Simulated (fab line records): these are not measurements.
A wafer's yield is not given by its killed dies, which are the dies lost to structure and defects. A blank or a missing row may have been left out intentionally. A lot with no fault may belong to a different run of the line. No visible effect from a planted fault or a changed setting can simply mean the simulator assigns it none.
Check of tool commonality -- flow berkeley-cmos170 -- 14 lots and 42 wafers in the sample

WHY IT WAS OPENED
2 of 14 lots carry a flag on the reading CONTACT_PSG_THK at UCB170_CONTACT_THK_MEAS_02. No-fault wafers: 701 nm, standard deviation 5.8.
Rule: a lot is flagged when every wafer of it that has a number lies more than 4 standard deviations from that mean, or none has a number. The rest of the lots are taken to be sound.

lot,measured,on,"CONTACT_PSG_THK (nm), wafer by wafer",flag
L857,day 8 19:44,film-metro-02,699 703 700,
L859,day 8 19:56,film-metro-03,695 699 702,
L858,day 8 22:23,film-metro-02,697 697 696,
L862,day 9 13:40,film-metro-01,692 696 695,
L861,day 9 13:58,film-metro-03,711 707 706,
L860,day 9 15:27,film-metro-01,715 707 707,
L864,day 9 22:46,film-metro-01,694 697 700,
L863,day 10 00:17,film-metro-03,741 747 738,FLAGGED
L866,day 10 12:29,film-metro-01,749 749 749,FLAGGED
L869,day 11 00:56,film-metro-02,709 701 709,
L876,day 12 17:16,film-metro-01,702 702 698,
L877,day 13 12:05,film-metro-02,698 695 699,
L878,day 13 12:29,film-metro-02,704 705 707,
L879,day 13 14:46,film-metro-01,697 702 701,
Average over the flagged lots: 746 nm; offset from the usual +44 nm, equal to +8 standard deviations.

WHICH TOOL RAN EACH LOT
The record keeps 1 process step preceding the reading, out of 331 steps on the route. Cell contents, in order: the tool; ch with the chambers the sampled wafers went through; the start.
lot,flag,UCB170_CONTACT_CVD_01
L857,,"lpcvd-02 ch 0, day 8 17:56"
L859,,"lpcvd-01 ch 1, day 8 18:08"
L858,,"lpcvd-02 ch 0, day 8 19:43"
L862,,"lpcvd-02 ch 0, day 9 11:53"
L861,,"lpcvd-01 ch 1, day 9 12:09"
L860,,"lpcvd-02 ch 0, day 9 13:40"
L864,,"lpcvd-02 ch 0, day 9 20:59"
L863,FLAGGED,"lpcvd-01 ch 1, day 9 22:29"
L866,FLAGGED,"lpcvd-01 ch 1, day 10 10:42"
L869,,"lpcvd-02 ch 1, day 10 23:08"
L876,,"lpcvd-02 ch 0, day 12 15:29"
L877,,"lpcvd-01 ch 0, day 13 09:25"
L878,,"lpcvd-02 ch 0, day 13 10:41"
L879,,"lpcvd-01 ch 1, day 13 12:05"
These steps, and what they do:
- UCB170_CONTACT_CVD_01: deposits PSG from SiH4/O2/PH3, target thk 700 nm, time 2820 s.
- UCB170_CONTACT_THK_MEAS_02

FLAGGED OVER TOTAL, TOOL BY TOOL (the gauges that took the reading come last)
step,tool,lots run,flagged,share of the flagged lots,sound lots run after its first flagged lot
UCB170_CONTACT_CVD_01,lpcvd-01,6,2,all,"2 (L877,L879)"
UCB170_CONTACT_CVD_01,lpcvd-02,8,0,none,-
UCB170_CONTACT_THK_MEAS_02,film-metro-01,6,1,some,"2 (L876,L879)"
UCB170_CONTACT_THK_MEAS_02,film-metro-02,5,0,none,-
UCB170_CONTACT_THK_MEAS_02,film-metro-03,3,1,some,0

WHAT THE TABLE PERMITS
In the table, 1 row covers all flagged lots: lpcvd-01 at UCB170_CONTACT_CVD_01.
- lpcvd-01 at UCB170_CONTACT_CVD_01: 2 of its 6 lots flagged. Sound lots ran on it after the first flagged one (L877, L879), which a lasting fault on the whole tool wouldn't allow. Its own readings (sih4-flow-sccm) fall more than 4 standard deviations out on all wafers of the flagged lots.
Not one row of the table ran every flagged lot while running no sound lot after the first.

WHAT THE SIMULATOR HAD INSERTED
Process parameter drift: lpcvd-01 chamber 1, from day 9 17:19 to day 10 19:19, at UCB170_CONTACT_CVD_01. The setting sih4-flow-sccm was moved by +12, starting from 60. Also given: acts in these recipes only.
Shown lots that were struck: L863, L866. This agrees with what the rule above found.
